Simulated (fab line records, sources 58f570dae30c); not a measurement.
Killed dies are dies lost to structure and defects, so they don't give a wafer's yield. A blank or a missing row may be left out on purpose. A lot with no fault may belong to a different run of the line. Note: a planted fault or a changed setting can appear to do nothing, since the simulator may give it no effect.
fab line records | flow berkeley_cmos170
record lots=5 | wafers=23
route steps=331 shown CONTACT@217 M1@250 M2@276 M3@327
start_h: hours from the record's opening day to when the first of the lot's shown wafers began | wait_h: hours since the lot's step before | " unchanged from the row above | L1.1+2: one row covering several wafers at once | - value missing, or start not given | * or withheld: withheld | < > ~ a bound
route shown NAME@n: a module of which the file shows steps, and the number in the route of the first | usual: mean and standard deviation over wafers with no fault | same: alike in all rows | chamber/n: place in a boat | sites: readings site by site | _std_site: their standard deviation | _edge_site: inner sites' mean taken away from outer sites' mean | radius_mm: for every site, how far away it sits from the centre of the wafer | mask NAME#n: copy n | behind: the last tool/chamber to shape the wafer | hold: why the lot was held/for how many hours/how that ended | device: whichever transistor did not switch (one of n, p or np) | end of line: the route-end tests of the same wafers | a step without rows: its recipe alone | killed: the dies lost at the first sort to structure and to defects; this is not the yield of the wafer | map: a wafer's dies, marking killed ones x, the rest . and places with no die _
set.NAME: setting as actually run; set.NAME@STEP: the setting as run at that earlier step | model.NAME: the simulator's own value behind a step, which no gauge read
lots where settings were altered on purpose, with a table for each step and a row for each wafer
## steps
# step UCB170_CONTACT_CVD_01
# recipe material=PSG | target_thk_nm=700 | temp_c=450 | precursor=SiH4/O2/PH3 | time_s=2820 | pressure_mtorr=300 | sih4_flow_sccm=60 | o2_flow_sccm=90 | ph3_flow_sccm=25
lot.wafer | tool     | chamber | start_h | wait_h | set.temp_c | model.PSG_of_CONTACT_CVD_01.thk_nm
L074.3    | lpcvd-01 | 1       | 135.10  | 1.1    | 450        | 698
L074.4    | "        | 1       | "       | "      | 450        | 700.5
L074.6    | "        | 1       | "       | "      | 450        | 701
L076.1    | -        | -       | -       | 0.9    | 442        | 644.7
L076.2    | "        | -       | "       | "      | 442        | 639.2
L076.4    | "        | -       | "       | "      | 442        | 641.5
L076.5    | "        | -       | "       | "      | 442        | 642.9
L076.6    | "        | -       | "       | "      | 442        | 639.7
L080.1    | -        | -       | -       | 0.0    | 450        | 696.4
L080.2    | "        | -       | "       | "      | 450        | 698.2
L080.4    | "        | -       | "       | "      | 450        | 695.1
L080.5    | "        | -       | "       | "      | 450        | 701.9
L080.6    | "        | -       | "       | "      | 450        | 695.3
L081.2    | -        | -       | -       | 0.2    | 450        | 706.6
L081.3    | "        | -       | "       | "      | 450        | 700.8
L081.4    | "        | -       | "       | "      | 450        | 701.2
L081.5    | "        | -       | "       | "      | 450        | 699.5
L081.6    | "        | -       | "       | "      | 450        | 699.8
L082.1    | -        | -       | -       | 0.6    | 450        | 687.7
L082.3    | "        | -       | "       | "      | 450        | 694.5
L082.4    | "        | -       | "       | "      | 450        | 687.9
L082.5    | "        | -       | "       | "      | 450        | 696
L082.6    | "        | -       | "       | "      | 450        | 698.5
# step UCB170_CONTACT_THK_MEAS_02
# recipe reads=PSG_of_CONTACT_CVD_01
# usual CONTACT_PSG_THK=700/5.6
lot.wafer | tool          | chamber | start_h | wait_h | set.temp_c@CONTACT_CVD_01 | CONTACT_PSG_THK[nm]
L074.3    | film_metro-03 | -       | 136.91  | 0.0    | 450                       | 698
L074.4    | "             | -       | "       | "      | 450                       | 700
L074.6    | "             | -       | "       | "      | 450                       | 701
L076.1    | film_metro-01 | -       | -       | -      | 442                       | 645
L076.2    | "             | -       | "       | "      | 442                       | 639
L076.4    | "             | -       | "       | "      | 442                       | 641
L076.5    | "             | -       | "       | "      | 442                       | 643
L076.6    | "             | -       | "       | "      | 442                       | 640
L080.1    | film_metro-01 | -       | -       | -      | 450                       | 697
L080.2    | "             | -       | "       | "      | 450                       | 698
L080.4    | "             | -       | "       | "      | 450                       | 696
L080.5    | "             | -       | "       | "      | 450                       | 701
L080.6    | "             | -       | "       | "      | 450                       | 695
L082.1    | film_metro-02 | -       | -       | -      | 450                       | 688
L082.3    | "             | -       | "       | "      | 450                       | 695
L082.4    | "             | -       | "       | "      | 450                       | 688
L082.5    | "             | -       | "       | "      | 450                       | 696
L082.6    | "             | -       | "       | "      | 450                       | 698
L081.2    | film_metro-03 | -       | -       | -      | 450                       | 707
L081.3    | "             | -       | "       | "      | 450                       | 701
L081.4    | "             | -       | "       | "      | 450                       | 701
L081.5    | "             | -       | "       | "      | 450                       | 699
L081.6    | "             | -       | "       | "      | 450                       | 699
# step UCB170_M1_METAL_ETCH_12
# recipe chemistry=Cl2/BCl3 | target=Al | stop_on=PSG | pressure_mtorr=12 | target_depth_a=7800 | over_etch_frac=0.3 | time_s=130 | icp_w=600 | bias_w=120 | Cl2_flow_sccm=90 | bcl3_flow_sccm=45
lot.wafer | tool         | chamber | start_h | wait_h | set.icp_w | model.KrF_of_M1_COAT_04.thk_nm
L074.3    | rie_metal-03 | 1       | 142.78  | -      | 600       | 426.2
L074.4    | "            | 0       | "       | "      | 600       | 428.1
L074.6    | "            | 1       | "       | "      | 600       | 424
L076.1    | rie_metal-02 | 0       | 160.79  | -      | 600       | 437
L076.2    | "            | 0       | "       | "      | 600       | 449.1
L076.4    | "            | 0       | "       | "      | 662.2     | 405
L076.5    | "            | 0       | "       | "      | 662.2     | 402.2
L076.6    | "            | 0       | "       | "      | 600       | 442.6
L082.1    | rie_metal-04 | 0       | 183.83  | -      | 552.2     | 471.1
L082.3    | "            | 0       | "       | "      | 552.2     | 466.7
L082.4    | "            | 1       | "       | "      | 552.2     | 456.6
L082.5    | "            | 0       | "       | "      | 600       | 439.7
L082.6    | "            | 1       | "       | "      | 600       | 417.3
L080.1    | rie_metal-02 | 0       | 184.12  | -      | 600       | 440.7
L080.2    | "            | 1       | "       | "      | 633.5     | 408.2
L080.4    | "            | 1       | "       | "      | 633.5     | 412.6
L080.5    | "            | 0       | "       | "      | 600       | 439.5
L080.6    | "            | 1       | "       | "      | 600       | 435.4
L081.2    | rie_metal-03 | 0       | 184.40  | -      | 600       | 429.6
L081.3    | "            | 0       | "       | "      | 644.4     | 398.6
L081.4    | "            | 1       | "       | "      | 600       | 430.7
L081.5    | "            | 1       | "       | "      | 600       | 432.6
L081.6    | "            | 0       | "       | "      | 644.4     | 400
# step UCB170_M2_COAT_05
# recipe resist=KrF | spin_rpm=1500 | resist_thk_nm=900
lot.wafer | tool           | chamber | start_h | wait_h | set.spin_rpm | model.KrF_of_M2_COAT_05.thk_nm
L074.3    | litho_track-02 | 0       | 149.41  | 0.1    | 1500         | 896.5
L074.4    | "              | 0       | "       | "      | 1500         | 893
L074.6    | "              | 0       | "       | "      | 1500         | 895.6
L076.1    | litho_track-04 | 0       | 167.17  | 0.1    | 1500         | 902.1
L076.2    | "              | 0       | "       | "      | 1455         | 917.1
L076.4    | "              | 0       | "       | "      | 1455         | 914.4
L076.5    | "              | 0       | "       | "      | 1500         | 897.1
L076.6    | "              | 0       | "       | "      | 1455         | 916
L082.1    | litho_track-04 | 0       | 191.55  | 0.1    | 1500         | 900
L082.3    | "              | 0       | "       | "      | 1579         | 875.4
L082.4    | "              | 0       | "       | "      | 1579         | 877.1
L082.5    | "              | 0       | "       | "      | 1500         | 897.5
L082.6    | "              | 0       | "       | "      | 1500         | 899.1
L081.2    | litho_track-03 | 0       | 191.81  | 0.1    | 1500         | 899.6
L081.3    | "              | 0       | "       | "      | 1500         | 898.2
L081.4    | "              | 0       | "       | "      | 1609         | 867.5
L081.5    | "              | 0       | "       | "      | 1609         | 866.7
L081.6    | "              | 0       | "       | "      | 1609         | 866.5
L080.1    | litho_track-02 | 0       | 192.27  | 0.1    | 1500         | 900.3
L080.2    | "              | 0       | "       | "      | 1500         | 902.4
L080.4    | "              | 0       | "       | "      | 1500         | 899.5
L080.5    | "              | 0       | "       | "      | 1500         | 901.6
L080.6    | "              | 0       | "       | "      | 1500         | 900.2
# step UCB170_M2_SOFTBAKE_06
# recipe resist=KrF | temp_c=130 | time_s=60
lot.wafer  | tool           | chamber | start_h | wait_h | set.temp_c
L074.3+4+6 | litho_track-02 | 0       | 149.56  | 0.1    | 130
L076.1+6   | litho_track-04 | 0       | 167.32  | 0.1    | 130
L076.2+4+5 | "              | 0       | "       | "      | 128.7
L082.1+6   | litho_track-04 | 0       | 191.70  | 0.1    | 131.9
L082.3+4+5 | "              | 0       | "       | "      | 130
L081.2+4+6 | litho_track-03 | 0       | 191.96  | 0.1    | 127.8
L081.3+5   | "              | 0       | "       | "      | 130
L080.1+2+6 | litho_track-02 | 0       | 192.42  | 0.1    | 130
L080.4+5   | "              | 0       | "       | "      | 127
# step UCB170_M2_STRIP_07
# recipe chemistry=O2 | power_w=400 | pressure_mtorr=3500 | platen_temp_c=withheld | o2_flow_sccm=400 | overash_fraction=0.5
# usual strip_time_to_endpoint_s=21.93/0.06
lot.wafer | tool            | chamber | start_h | wait_h | set.spin_rpm@M2_COAT_05 | strip_time_to_endpoint_s
L074.3    | plasma_asher-03 | 1       | 149.70  | 0.1    | 1500                    | 21.88
L074.4    | "               | 0       | "       | "      | 1500                    | 21.78
L074.6    | "               | 0       | "       | "      | 1500                    | 21.86
L076.1    | plasma_asher-03 | 1       | 167.47  | 0.1    | 1500                    | 22.02
L076.2    | "               | 0       | "       | "      | 1455                    | 22.40
L076.4    | "               | 0       | "       | "      | 1455                    | 22.36
L076.5    | "               | 0       | "       | "      | 1500                    | 21.93
L076.6    | "               | 1       | "       | "      | 1455                    | 22.36
L082.1    | plasma_asher-02 | 1       | 191.85  | 0.1    | 1500                    | 21.90
L082.3    | "               | 1       | "       | "      | 1579                    | 21.40
L082.4    | "               | 0       | "       | "      | 1579                    | 21.42
L082.5    | "               | 0       | "       | "      | 1500                    | 21.90
L082.6    | "               | 1       | "       | "      | 1500                    | 21.87
L081.2    | plasma_asher-04 | 1       | 192.08  | 0.1    | 1500                    | 22.02
L081.3    | "               | 0       | "       | "      | 1500                    | 21.92
L081.4    | "               | 1       | "       | "      | 1609                    | 21.24
L081.5    | "               | 0       | "       | "      | 1609                    | 21.16
L081.6    | "               | 1       | "       | "      | 1609                    | 21.23
L080.1    | plasma_asher-02 | 1       | 192.57  | 0.1    | 1500                    | 21.97
L080.2    | "               | 0       | "       | "      | 1500                    | 22.03
L080.4    | "               | 1       | "       | "      | 1500                    | 22.04
L080.5    | "               | 1       | "       | "      | 1500                    | 22.09
L080.6    | "               | 0       | "       | "      | 1500                    | 21.96
# step UCB170_M2_METAL_ETCH_18
# recipe chemistry=Cl2/BCl3 | target=Al | stop_on=SiO2 | pressure_mtorr=12 | target_depth_a=11700 | over_etch_frac=0.3 | time_s=195 | icp_w=600 | bias_w=120 | Cl2_flow_sccm=90 | bcl3_flow_sccm=45
lot.wafer  | tool         | chamber | start_h | wait_h | set.over_etch_frac
L074.3+4+6 | rie_metal-03 | 0,1,0   | 152.13  | -      | 0.3
L076.1+2+4 | rie_metal-03 | 1,0,1   | 170.87  | -      | 0.2373
L076.5+6   | "            | 1,0     | "       | "      | 0.3
L082.1+3+5 | rie_metal-03 | 0,0,1   | 197.38  | -      | 0.3
L082.4+6   | "            | 1,0     | "       | "      | 0.3254
L081.2+6   | rie_metal-01 | 1,0     | 197.74  | -      | 0.2273
L081.3+4+5 | "            | 1,0,1   | "       | "      | 0.3
L080.1+4+5 | rie_metal-04 | 0,1,0   | 198.29  | -      | 0.3
L080.2+6   | "            | 1       | "       | "      | 0.3543
# step UCB170_M2_STRIP_19
# recipe chemistry=O2 | power_w=400 | pressure_mtorr=3500 | platen_temp_c=withheld | o2_flow_sccm=400 | overash_fraction=0.5
# usual oes_product_au=0.536/0.013
lot.wafer | tool            | chamber | start_h | wait_h | set.over_etch_frac@M2_METAL_ETCH_18 | oes_product_au
L074.3    | plasma_asher-04 | 1       | 152.28  | 0.1    | 0.3                                 | 0.528
L074.4    | "               | 0       | "       | "      | 0.3                                 | 0.529
L074.6    | "               | 1       | "       | "      | 0.3                                 | 0.526
L076.1    | plasma_asher-03 | 1       | 171.06  | 0.1    | 0.2373                              | 0.577
L076.2    | "               | 0       | "       | "      | 0.2373                              | 0.560
L076.4    | "               | 0       | "       | "      | 0.2373                              | 0.569
L076.5    | "               | 1       | "       | "      | 0.3                                 | 0.537
L076.6    | "               | 0       | "       | "      | 0.3                                 | 0.538
L082.1    | plasma_asher-02 | 1       | 197.56  | 0.1    | 0.3                                 | 0.540
L082.3    | "               | 1       | "       | "      | 0.3                                 | 0.539
L082.4    | "               | 0       | "       | "      | 0.3254                              | 0.523
L082.5    | "               | 1       | "       | "      | 0.3                                 | 0.536
L082.6    | "               | 0       | "       | "      | 0.3254                              | 0.509
L081.2    | plasma_asher-04 | 1       | 197.93  | 0.1    | 0.2273                              | 0.586
L081.3    | "               | 1       | "       | "      | 0.3                                 | 0.536
L081.4    | "               | 0       | "       | "      | 0.3                                 | 0.536
L081.5    | "               | 0       | "       | "      | 0.3                                 | 0.544
L081.6    | "               | 1       | "       | "      | 0.2273                              | 0.583
L080.1    | plasma_asher-04 | 1       | 198.48  | 0.1    | 0.3                                 | 0.534
L080.2    | "               | 0       | "       | "      | 0.3543                              | 0.480
L080.4    | "               | 1       | "       | "      | 0.3                                 | 0.501
L080.5    | "               | 1       | "       | "      | 0.3                                 | 0.527
L080.6    | "               | 0       | "       | "      | 0.3543                              | 0.466
# step UCB170_M3_METAL_ETCH_18
# recipe chemistry=Cl2/BCl3 | target=Al | stop_on=SiO2 | pressure_mtorr=12 | target_depth_a=11700 | over_etch_frac=0.3 | time_s=195 | icp_w=600 | bias_w=120 | Cl2_flow_sccm=90 | bcl3_flow_sccm=45
lot.wafer | tool         | chamber | start_h | wait_h | set.icp_w | model.KrF_of_M3_COAT_10.thk_nm
L074.3    | rie_metal-03 | 0       | 157.38  | -      | 600       | 198.9
L074.4    | "            | 1       | "       | "      | 600       | 195
L074.6    | "            | 0       | "       | "      | 600       | 202.1
L076.1    | rie_metal-01 | 1       | 178.11  | -      | 600       | 211.4
L076.2    | "            | 0       | "       | "      | 619.6     | 197.6
L076.4    | "            | 0       | "       | "      | 600       | 210.8
L076.5    | "            | 0       | "       | "      | 619.6     | 188.4
L076.6    | "            | 1       | "       | "      | 619.6     | 191.6
L081.2    | rie_metal-02 | 0       | 205.97  | -      | 600       | 210.5
L081.3    | "            | 0       | "       | "      | 600       | 207.9
L081.4    | "            | 1       | "       | "      | 543.6     | 262.1
L081.5    | "            | 1       | "       | "      | 600       | 201
L081.6    | "            | 0       | "       | "      | 543.6     | 272.2
L082.1    | rie_metal-03 | 1       | 206.09  | -      | 571.1     | 233.4
L082.3    | "            | 0       | "       | "      | 600       | 204.3
L082.4    | "            | 1       | "       | "      | 571.1     | 239.4
L082.5    | "            | 1       | "       | "      | 571.1     | 230.4
L082.6    | "            | 0       | "       | "      | 600       | 200.6
L080.1    | rie_metal-01 | 0       | 206.17  | -      | 600       | 220.7
L080.2    | "            | 1       | "       | "      | 537.3     | 270.9
L080.4    | "            | 0       | "       | "      | 537.3     | 285.2
L080.5    | "            | 1       | "       | "      | 600       | 211.7
L080.6    | "            | 0       | "       | "      | 537.3     | 278.3
# step UCB170_M3_STRIP_19
# recipe chemistry=O2 | power_w=400 | pressure_mtorr=3500 | platen_temp_c=withheld | o2_flow_sccm=400 | overash_fraction=0.5
# usual oes_product_au=0.538/0.0079
lot.wafer | tool            | chamber | start_h | wait_h | set.icp_w@M3_METAL_ETCH_18 | oes_product_au
L074.3    | plasma_asher-04 | 1       | 157.53  | 0.1    | 600                        | 0.535
L074.4    | "               | 0       | "       | "      | 600                        | 0.519
L074.6    | "               | 1       | "       | "      | 600                        | 0.530
L076.1    | plasma_asher-01 | 0       | 178.30  | 0.1    | 600                        | 0.541
L076.2    | "               | 1       | "       | "      | 619.6                      | 0.522
L076.4    | "               | 1       | "       | "      | 600                        | 0.543
L076.5    | "               | 1       | "       | "      | 619.6                      | 0.518
L076.6    | "               | 0       | "       | "      | 619.6                      | 0.520
L081.2    | plasma_asher-04 | 1       | 206.15  | 0.1    | 600                        | 0.543
L081.3    | "               | 0       | "       | "      | 600                        | 0.539
L081.4    | "               | 1       | "       | "      | 543.6                      | 0.592
L081.5    | "               | 1       | "       | "      | 600                        | 0.531
L081.6    | "               | 0       | "       | "      | 543.6                      | 0.609
L082.1    | plasma_asher-01 | 1       | 206.27  | 0.1    | 571.1                      | 0.565
L082.3    | "               | 0       | "       | "      | 600                        | 0.533
L082.4    | "               | 1       | "       | "      | 571.1                      | 0.574
L082.5    | "               | 1       | "       | "      | 571.1                      | 0.561
L082.6    | "               | 0       | "       | "      | 600                        | 0.538
L080.1    | plasma_asher-03 | 0       | 206.36  | 0.1    | 600                        | 0.548
L080.2    | "               | 1       | "       | "      | 537.3                      | 0.604
L080.4    | "               | 1       | "       | "      | 537.3                      | 0.618
L080.5    | "               | 1       | "       | "      | 600                        | 0.537
L080.6    | "               | 0       | "       | "      | 537.3                      | 0.608
## key
split step=UCB170_CONTACT_CVD_01 | setting=temp_c | stated=450 | by=lot
response step=UCB170_CONTACT_CVD_01 | reading=model.PSG_of_CONTACT_CVD_01.thk_nm | change=+31.6 | per=1% | r=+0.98
response step=UCB170_CONTACT_THK_MEAS_02 | reading=CONTACT_PSG_THK | change=+31.5 | per=1% | r=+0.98
split step=UCB170_M1_METAL_ETCH_12 | setting=icp_w | stated=600 | by=wafer
response step=UCB170_M1_METAL_ETCH_12 | reading=model.KrF_of_M1_COAT_04.thk_nm | change=-4.24 | per=1% | r=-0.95
split step=UCB170_M2_COAT_05 | setting=spin_rpm | stated=1500 | by=wafer
response step=UCB170_M2_COAT_05 | reading=model.KrF_of_M2_COAT_05.thk_nm | change=-4.47 | per=1% | r=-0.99
response step=UCB170_M2_STRIP_07 | reading=strip_time_to_endpoint_s | change=* | per=1% | r=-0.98
split step=UCB170_M2_SOFTBAKE_06 | setting=temp_c | stated=130 | by=wafer
response none clear
split step=UCB170_M2_METAL_ETCH_18 | setting=over_etch_frac | stated=0.3 | by=wafer
response step=UCB170_M2_STRIP_19 | reading=oes_product_au | change=-0.00198 | per=1% | r=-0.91
split step=UCB170_M3_METAL_ETCH_18 | setting=icp_w | stated=600 | by=wafer
response step=UCB170_M3_METAL_ETCH_18 | reading=model.KrF_of_M3_COAT_10.thk_nm | change=-6.19 | per=1% | r=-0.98
response step=UCB170_M3_STRIP_19 | reading=oes_product_au | change=-0.00658 | per=1% | r=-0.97
